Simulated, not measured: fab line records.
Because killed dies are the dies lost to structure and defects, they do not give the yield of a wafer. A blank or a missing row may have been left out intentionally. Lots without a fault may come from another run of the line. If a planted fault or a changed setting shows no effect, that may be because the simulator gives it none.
Problem report, 8D (eight disciplines) form, completed by code | flow berkeley-cmos170 | the parts of the form that need people (team, actions taken, sign-off) are left out

1. THE ISSUE
Wafers free of any fault read 75.6 ohm/sq (standard deviation 0.3) for PSD_RS at UCB170_SDANNEAL_RS_MEAS_02, against a mean of 65.4 ohm/sq on 9 wafers of 3 lots. That puts it -34 standard deviations away from the usual mean.
The step: measures by four-point-probe.
Earliest sighting: wafer L108.3 on film-metro-04 at day 7 05:48. Wafers with a number at this step in the record: 42, from 14 lots. Rule for "out" (also "out of limits"): further than 4 standard deviations from the usual mean. The other wafers with a number count as sound.

2. WHAT IT IS, WHAT IT ISN'T
question                    | is                           | is not
which readings at this step | PSD_RS                       | -
which lots                  | L108, L110, L111             | L106, L107, L109, L118, L119, L121, L123, L126, L127, L128, L129
which wafers of those lots  | all that have a number       | -
read on which gauges        | film-metro-01, film-metro-04 | film-metro-02
when                        | from day 7 05:48             | up to then (6 sound wafers); but 27 sound wafers of L109, L118, L119, L121, L123, L126, L127, L128, L129 came after

3. SUSPECTS, AND WHAT RULES EACH OUT
Counting: any tool at a process step up to the reading is kept as a suspect provided that every lot that is out went through it and no sound lot did after the first of them.
- the gauge at UCB170_SDANNEAL_RS_MEAS_02: ruled out. Those wafers that are out were read across 2 gauges (film-metro-01, film-metro-04).
- rtp-anneal-02 at UCB170_SDANNEAL_RTA_01 (time 5 s): ruled out as a lasting fault. Following L108 (day 7 05:43), the first lot on it that is out, the sound lots L128, L129 were run on it.
Left after counting: nothing in the record.

4. THE CAUSE (what the simulator had put in)
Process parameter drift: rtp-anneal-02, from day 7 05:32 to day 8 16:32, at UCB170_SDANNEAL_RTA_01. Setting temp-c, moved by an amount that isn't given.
Counting ruled it out, wrongly: the rule takes a fault to strike every lot that its tool runs from its start on, and this one did not.

5. THE CHAIN OF EFFECTS, in route order
Rows list readings where the struck wafers' mean (over those with a number) sits beyond 3 standard deviations from the usual. Only readings whose record carries a usual standard deviation are examined. hours: median over the lots of the time between each lot's start at the first step of this table that gives one and its start at this step. sigmas: the change, counted in usual standard deviations.
hours | step                       | reading          | usual        | on struck wafers | change | sigmas
0     | UCB170_SDANNEAL_RTA_01     | lamp-power-pct   | 40.80 %      | 43.57            | +2.77  | +28
0     | UCB170_SDANNEAL_RTA_01     | wafer_temp_C_max | 1055.0       | 1080.6           | +25.6  | +20
0     | UCB170_SDANNEAL_RS_MEAS_02 | PSD_RS           | 75.6 ohm/sq  | 65.4             | -10.2  | -34
0     | UCB170_SDANNEAL_RS_MEAS_03 | NSD_RS           | 37.28 ohm/sq | 35.75            | -1.53  | -15
0     | UCB170_SDANNEAL_RS_MEAS_04 | PLDD_RS          | 1036 ohm/sq  | 1014             | -22    | -7.2
The process steps in it:
- UCB170_SDANNEAL_RTA_01: time 5 s.
At these later measuring or inspecting steps, every struck wafer for which the step has a row has a number for every such reading, and none has moved that far: UCB170_SILICIDE_RS_MEAS_02, UCB170_CONTACT_OVL_MEAS_16.

6. HOW IT WOULD HAVE BEEN CAUGHT EARLIER
The first out-of-limits reading at a measuring or inspecting step in this record came at day 7 05:48, 0 hours after the fault's start at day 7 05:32.
At UCB170_SDANNEAL_RTA_01, the tool's own readings (lamp-power-pct, wafer_temp_C_max) were out on each struck wafer the step has a row for, so an alarm limit on them would have fired on the first such wafer.
